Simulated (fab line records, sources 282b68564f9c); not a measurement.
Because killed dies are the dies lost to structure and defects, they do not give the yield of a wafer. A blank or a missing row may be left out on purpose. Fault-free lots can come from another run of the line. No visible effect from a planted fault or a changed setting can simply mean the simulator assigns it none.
Struck lot and sound lot, side by side    flow rit_cmos    17 steps out of a route of 202
Sound: these wafers, L152.2, L152.3, L152.6. Struck: wafers L162.1, L162.2, L162.3. Last of all comes the cause.
At each step with rows: each side's tool, then ch and its chambers, then its first start. Under that, the readings that differ: sound wafers    struck wafers    difference of the means    sigmas: that difference in standard deviations of wafers without a fault.
alike: a reading whose means differ by less than 2 such deviations, as well as words and numbers matching on both sides. not compared: withheld readings; readings where some wafer has no value; bounds like >300 that might hide an equal value; numbers whose values overlap and for which the record gives no deviation.
The two part at a step that has a row with sigmas, a row that says differs or no value, or rows on one side only. Non-overlapping numbers with no deviation appear without sigmas and do not part them. A reading that every wafer of one side lacks parts them only if that side has two wafers or more.

first, 1 step without rows for these wafers: RIT_ACTIVE_OXIDATION_01 (target thk 46.8 nm, ox time 3360 s).
RIT_ACTIVE_THK_MEAS_02:
  struck on film_metro-03, day 3 14:53; sound on film_metro-02, day 1 12:31
  alike: ACTIVE_OXIDE_THK
then, 1 step without rows for these wafers: RIT_ACTIVE_CVD_03 (deposits Si3N4 from SiH2Cl2/NH3, target thk 150 nm, time 1500 s).
RIT_ACTIVE_THK_MEAS_04:
  struck on film_metro-03, day 3 16:22; sound on film_metro-04, day 1 14:00
  alike: ACTIVE_NITRIDE_THK
then, 6 steps without rows for these wafers: RIT_ACTIVE_HMDS_05 (prime time 60 s); RIT_ACTIVE_COAT_06 (resist thk 1000 nm); RIT_ACTIVE_SOFTBAKE_07 (time 60 s); RIT_ACTIVE_EXPOSE_08 (exposes mask M1, target cd 1400 nm); RIT_ACTIVE_PEB_09; RIT_ACTIVE_DEVELOP_10 (develop time 50 s).
RIT_ACTIVE_CD_MEAS_11 targets a cd of 1400 nm.
  struck on cd_sem-02, day 3 17:16; sound on cd_sem-01, day 1 15:02
  alike: cd_nm
then, 1 step without rows for these wafers: RIT_ACTIVE_HARDBAKE_12 (time 60 s).
RIT_ACTIVE_ETCH_13: etches Si3N4 in SF6, stops on SiO2, time 210 s, target depth 210 nm.
  sound on rie_diel-01 ch 0,1, day 1 15:17; struck on rie_diel-02 ch 0,1,2, day 3 17:32
  no value came back on the struck wafers for any of 5 readings (SF6_flow_sccm (sccm), chamber_pressure_mTorr (mTorr) and others); on the sound wafers SF6_flow_sccm (sccm) reads 200.1 200.5 199.8
reading                                      sound              struck             difference  sigmas
model.NOVOLAK_of_ACTIVE_COAT_06.thk_nm (nm)  649.4 649.3 652.4  878.8 881.5 881.1  +230.1      
  not compared: rf_hours_counter_h
RIT_ACTIVE_STRIP_14: strips in O2, time 180 s.
  sound on plasma_asher-04 ch 0, day 1 15:26; struck on plasma_asher-03 ch 0,1, day 3 17:41
reading                      sound        struck       difference  sigmas
drypump_motor_current_A (A)  6.5 6.5 6.5  5.6 5.6 5.6  -0.9        -2
  not compared: rf_hours_counter_h
RIT_ACTIVE_CD_MEAS_90 targets a cd of 1400 nm.
  struck on cd_sem-02, day 3 17:51; sound on cd_sem-01, day 1 15:37
reading     sound                 struck  difference                     sigmas
cd_nm (nm)  1401.6 1399.5 1398.7  - - -   no value on the struck wafers  
then, 1 step without rows for these wafers: RIT_ACTIVE_CLEAN_15 (cleans in SC1, time 600 s).
RIT_M1_PROBE_99:
  struck on prober-02, day 5 16:45; sound on prober-01, day 3 15:57
reading              sound  struck       difference  sigmas
killed_at_front_end  3 6 6  264 264 264  +259        +96
killed_dies          3 6 6  264 264 264  +259        +96
killed_on_rim        2 1 1  70 70 70     +69         +57
  alike: killed_open, killed_short

== WHERE THEY PART ==
Last at RIT_M1_PROBE_99 as far as this record goes, first at RIT_ACTIVE_ETCH_13.

WHY: the cause the simulator had injected
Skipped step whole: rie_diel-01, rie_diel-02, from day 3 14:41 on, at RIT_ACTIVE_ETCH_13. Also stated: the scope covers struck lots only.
